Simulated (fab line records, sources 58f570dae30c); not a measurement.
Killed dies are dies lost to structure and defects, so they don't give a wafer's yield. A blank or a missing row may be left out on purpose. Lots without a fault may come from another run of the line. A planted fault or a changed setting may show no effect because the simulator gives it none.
Which tool did it? | flow berkeley_cmos170 | 13 lots, 39 wafers sampled, at 5 steps of a route of 331

WHAT THE GAUGES READ, wafer by wafer
UCB170_PWELL_THK_MEAS_03. Usual: PWELL_OXIDE_THK 26.2 nm, standard deviation 0.42.
lot  | measured    | on            | PWELL_OXIDE_THK (nm) | flag
L861 | day 3 02:18 | film_metro-01 | 25.8 26.0 26.3       |
L864 | day 3 16:04 | film_metro-03 | 25.8 26.2 26.0       |
L865 | day 3 16:08 | film_metro-04 | 26.4 26.2 26.1       |
L867 | day 4 00:31 | film_metro-03 | 26.0 26.5 26.2       |
L868 | day 4 11:57 | film_metro-04 | 26.5 26.3 26.3       |
L869 | day 4 11:59 | film_metro-03 | 26.1 25.5 25.8       |
L872 | day 4 22:22 | film_metro-03 | 26.2 26.6 25.9       |
L875 | day 5 20:38 | film_metro-03 | 25.5 25.5 25.7       |
L878 | day 6 04:57 | film_metro-03 | 25.9 25.9 25.8       |
L879 | day 6 16:37 | film_metro-04 | 26.1 26.3 26.1       |
L880 | day 6 16:38 | film_metro-01 | 26.1 26.0 26.2       |
L882 | day 7 08:47 | film_metro-01 | 26.6 26.2 26.1       |
L883 | day 7 14:53 | film_metro-01 | 26.3 26.5 26.4       |

UCB170_ACTIVE_CD_MEAS_13: target cd 1200 nm. Usual: cd_nm 1200.2 nm, standard deviation 1.5.
lot  | measured    | on        | cd_nm (nm)           | flag
L861 | day 4 16:23 | cd_sem-02 | 1199.5 1199.2 1198.7 |
L864 | day 5 03:16 | cd_sem-02 | 1198.4 1200.3 1201.3 |
L865 | day 5 12:16 | cd_sem-02 | 1200.4 1200.3 1199.9 |
L867 | day 5 12:35 | cd_sem-02 | 1198.4 1196.8 1198.0 |
L868 | day 5 21:28 | cd_sem-02 | 1198.6 1198.7 1198.1 |
L869 | day 5 21:08 | cd_sem-02 | 1199.8 1198.6 1198.0 |
L872 | day 6 09:21 | cd_sem-02 | 1198.7 1199.8 1198.4 |
L875 | day 7 10:10 | cd_sem-02 | 1201.4 1200.6 1201.7 |
L878 | day 7 16:41 | cd_sem-01 | 1198.4 1200.0 1200.5 |
L879 | day 8 08:25 | cd_sem-01 | 1200.5 1199.6 1200.3 |
L880 | day 8 08:13 | cd_sem-02 | 1200.3 1200.9 1201.2 |
L882 | day 8 21:35 | cd_sem-02 | 1200.8 1200.3 1202.6 |
L883 | day 9 03:47 | cd_sem-02 | 1200.9 1200.8 1200.4 |

UCB170_NSD_CD_MEAS_06: target cd 1200 nm. Usual: cd_nm 1199.5 nm, standard deviation 1.5.
lot  | measured     | on        | cd_nm (nm)                                | flag
L861 | day 6 20:31  | cd_sem-02 | 1200.8 1201.5 1201.6                      |
L864 | day 7 19:33  | cd_sem-02 | 1199.8 1201.5 1201.5                      |
L865 | day 8 01:53  | cd_sem-02 | 1199.3 1199.7 1200.8                      |
L867 | day 8 01:37  | cd_sem-02 | 1198.0 1196.9 1198.7                      |
L868 | day 8 09:07  | cd_sem-02 | 1197.7 1199.0 1198.5                      |
L869 | day 8 09:25  | cd_sem-01 | 1197.2 1197.4 1196.2                      |
L872 | day 9 00:08  | cd_sem-02 | 1201.1 1200.4 1200.9                      |
L875 | day 9 23:08  | cd_sem-01 | 1214.9 1204.3 1203.8 1215.1 1204.8 1204.1 | OFF
L878 | day 10 05:03 | cd_sem-01 | 1200.3 1201.5 1200.6                      |
L879 | day 10 17:37 | cd_sem-01 | 1198.6 1198.2 1198.3                      |
L880 | day 10 17:56 | cd_sem-02 | 1196.5 1197.9 1196.4                      |
L882 | day 11 03:20 | cd_sem-02 | 1201.2 1200.7 1198.9                      |
L883 | day 11 13:44 | cd_sem-01 | 1197.6 1198.6 1198.1                      |

WHICH TOOL RAN EACH LOT (tool, then ch and the chambers of the sampled wafers, then the start)
lot  | UCB170_ACTIVE_ETCH_15             | UCB170_NSD_EXPOSE_03
L861 | rie_diel-02 ch 1,2,3, day 4 16:31 | krf_scanner-02 ch 0, day 6 20:07
L864 | rie_diel-02 ch 1,3, day 5 03:26   | krf_scanner-01 ch 0, day 7 18:33
L865 | rie_diel-03 ch 0,1,3, day 5 12:25 | krf_scanner-02 ch 0, day 8 01:28
L867 | rie_diel-03 ch 0,3, day 5 12:44   | krf_scanner-01 ch 0, day 8 01:13
L868 | rie_diel-01 ch 0,2,3, day 5 21:38 | krf_scanner-01 ch 0, day 8 08:43
L869 | rie_diel-03 ch 0,2,3, day 5 21:14 | krf_scanner-02 ch 0, day 8 09:01
L872 | rie_diel-01 ch 0,1,2, day 6 09:29 | krf_scanner-02 ch 0, day 8 23:38
L875 | rie_diel-01 ch 0,1, day 7 10:19   | krf_scanner-02 ch 0, day 9 22:44
L878 | rie_diel-01 ch 2,3, day 7 16:50   | krf_scanner-01 ch 0, day 10 04:34
L879 | rie_diel-02 ch 1,2,3, day 8 08:34 | krf_scanner-01 ch 0, day 10 17:12
L880 | rie_diel-01 ch 0,1,2, day 8 08:19 | krf_scanner-01 ch 0, day 10 17:28
L882 | rie_diel-01 ch 0,1,3, day 8 21:43 | krf_scanner-01 ch 0, day 11 02:37
L883 | rie_diel-03 ch 0,2,3, day 9 03:56 | krf_scanner-01 ch 0, day 11 13:20
- UCB170_ACTIVE_ETCH_15: etches Si3N4 in CH3F/Ar/O2, stops on SiO2, target depth 242 nm, time 151 s.
- UCB170_NSD_EXPOSE_03: exposes mask NSELECT MOD, target cd 1200 nm.

WHAT THE TOOLS THEMSELVES READ (means of the sampled wafers that have a number; where no wafer has one, the mark that the record gives instead)
UCB170_ACTIVE_ETCH_15. Usual: drypump_motor_current_A 5.7 A, standard deviation 0.37; oes_product_au 0.943 a.u., standard deviation 0.01; throttle_valve_pct 8.10 %, standard deviation 0.12.
lot  | tool        | drypump_motor_current_A (A) | oes_product_au (a.u.) | throttle_valve_pct (%) | flag
L861 | rie_diel-02 | 5.4                         | 0.946                 | 8.12                   |
L864 | rie_diel-02 | 5.5                         | 0.933                 | 8.10                   |
L865 | rie_diel-03 | 5.9                         | 0.953                 | 8.11                   |
L867 | rie_diel-03 | 5.8                         | 0.944                 | 8.17                   |
L868 | rie_diel-01 | 5.9                         | 0.930                 | 8.15                   |
L869 | rie_diel-03 | 5.8                         | 0.945                 | 8.05                   |
L872 | rie_diel-01 | 5.6                         | 0.936                 | 8.17                   |
L875 | rie_diel-01 | 5.6                         | 0.937                 | 8.13                   |
L878 | rie_diel-01 | 5.9                         | 0.938                 | 8.09                   |
L879 | rie_diel-02 | 5.4                         | 0.941                 | 8.12                   |
L880 | rie_diel-01 | 5.6                         | 0.945                 | 8.16                   |
L882 | rie_diel-01 | 5.6                         | 0.943                 | 8.09                   |
L883 | rie_diel-03 | 5.8                         | 0.942                 | 8.04                   |

UCB170_NSD_EXPOSE_03. Usual: exposure_dose_mJ_cm2 29.977, standard deviation 0.029; stage_vel_mm_s 500.02 mm/s, standard deviation 0.28.
lot  | tool           | exposure_dose_mJ_cm2 | stage_vel_mm_s (mm/s) | flag
L861 | krf_scanner-02 | 29.985               | 499.83                |
L864 | krf_scanner-01 | 29.981               | 499.89                |
L865 | krf_scanner-02 | 30.008               | 500.02                |
L867 | krf_scanner-01 | 29.975               | 500.25                |
L868 | krf_scanner-01 | 30.014               | 499.86                |
L869 | krf_scanner-02 | 29.969               | 500.49                |
L872 | krf_scanner-02 | 29.943               | 500.19                |
L875 | krf_scanner-02 | 29.696               | 499.99                | OFF
L878 | krf_scanner-01 | 29.958               | 500.65                |
L879 | krf_scanner-01 | 29.960               | 500.14                |
L880 | krf_scanner-01 | 29.956               | 500.19                |
L882 | krf_scanner-01 | 30.008               | 500.01                |
L883 | krf_scanner-01 | 29.986               | 499.59                |

THE ANSWER, worked out from the rows above alone
Rule: a lot is off if the mean of its wafers that have a number lies more than 3 standard deviations from the usual mean. A lot without any number at a reading at which 4 lots or more have one is off too. The other lots that the step has rows for count as sound. The gauges are gone through in route order, then the tools' own readings, and for those a lot's mean is taken as printed above. The first step at which some lot is off is used, and at that step the reading that is off furthest; a lot without a number counts as furthest.
Off: L875, at UCB170_NSD_CD_MEAS_06 (cd_nm).
A tool fits if, at a process step before that reading, it ran every lot that is off, and no sound lot after the first of them. The gauges at UCB170_NSD_CD_MEAS_06 aren't tried: what is off there is off at UCB170_NSD_EXPOSE_03 too, on other tools, and a gauge's error can't cause that. One fits: krf_scanner-02 at UCB170_NSD_EXPOSE_03. Its last sound lot is L872 (day 8 23:38), its first lot that is off L875 (day 9 22:44): a fault that began between those two fits.
The tool's own readings at UCB170_NSD_EXPOSE_03 bear it out: on the lots that are off they differ by more than 5 times the standard deviation of the sound lots' means. exposure_dose_mJ_cm2 reads 29.696 there against 29.979 on the sound lots.

WHAT THE SIMULATOR HAD PUT IN
Process parameter drift: krf_scanner-02, from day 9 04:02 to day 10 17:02, at UCB170_NSD_EXPOSE_03. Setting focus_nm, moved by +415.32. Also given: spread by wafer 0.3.
Lots struck among those shown: L875. The rule above found the same.
